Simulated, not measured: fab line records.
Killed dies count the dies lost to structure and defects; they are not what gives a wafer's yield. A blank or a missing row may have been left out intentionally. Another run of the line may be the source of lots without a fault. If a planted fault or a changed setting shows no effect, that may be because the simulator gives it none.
A lot that was struck, set against a sound lot + flow berkeley-cmos170 + 14 steps out of a route of 331
Sound: these wafers, L634.2, L634.3, L634.5. Struck: wafers L629.2, L629.4, L629.6. The cause is given at the end.
At each step with rows: each side's tool, then ch and its chambers, then its first start. Under that, the readings that differ: sound wafers + struck wafers + difference of the means + sigmas: that difference in standard deviations of wafers without a fault.
alike: a reading whose means differ by less than 2 such deviations, as well as words and numbers matching on both sides. not compared: withheld readings; readings where some wafer has no value; bounds like >300 that might hide an equal value; numbers whose values overlap and for which the record gives no deviation.
The two part at a step that has a row with sigmas, a row that says differs or no value, or rows on one side only. Non-overlapping numbers with no deviation appear without sigmas and do not part them. A reading that every wafer of one side lacks parts them only if that side has two wafers or more.

UCB170_PWELL_STRIP_16: strips in O2.
  sound on plasma-asher-01 ch 0,1, day 7 21:31; struck on plasma-asher-01 ch 0,1, day 7 01:47
  alike: drypump-motor-current-A, o2-flow-sccm, oes-product-au, strip-time-to-endpoint-s
  not compared: rf-hours-counter-h
UCB170_PWELL_TW_MEAS_17:
  sound on film-metro-03, day 7 21:38; struck on film-metro-04, day 7 01:55
  alike: PWELL_TW
then, 5 steps without rows for these wafers: UCB170_PWELL_CLEAN_18 (cleans in SPM, time 600 s); UCB170_PWELL_WET_ETCH_19 (etches Si3N4 in H3PO4, time 14400 s); UCB170_PWELL_WET_ETCH_20 (etches SiO2 in BOE, time 22 s); UCB170_WELLDRIVE_CLEAN_00 (cleans in SPM, time 600 s); UCB170_WELLDRIVE_OXIDATION_01 (target thk 199 nm, ox time 9000 s).
UCB170_WELLDRIVE_THK_MEAS_02:
  sound on film-metro-01, day 8 10:02; struck on film-metro-01, day 7 15:14
  alike: WELLDRIVE_OXIDE_THK
then, 4 steps without rows for these wafers: UCB170_WELLDRIVE_ANNEAL_03 (time 900 s); UCB170_WELLDRIVE_WET_ETCH_04 (etches SiO2 in BOE, time 120 s); UCB170_ACTIVE_CLEAN_00 (cleans in SPM, time 600 s); UCB170_ACTIVE_CLEAN_01 (cleans in dHF, time 60 s).
UCB170_ACTIVE_OXIDATION_02: target thk 26.4 nm, ox time 1260 s.
  struck on furnace-01, day 8 02:19; sound on furnace-01 ch 0, day 8 18:13
  no value came back on the struck wafers for ox-temp-c (C), ox-temp-c-max, spike-tc-source-C (C); on the sound wafers ox-temp-c (C) reads 999.7 1000.3 999.6
then, 1 step without rows for these wafers: UCB170_ACTIVE_ANNEAL_04 (time 900 s).

## WHERE THEY PART
UCB170_ACTIVE_OXIDATION_02 only, going by this record.

WHY: what the simulator had put in
Step skipped in full: furnace-01, at UCB170_ACTIVE_OXIDATION_02, from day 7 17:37 onward. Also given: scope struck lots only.
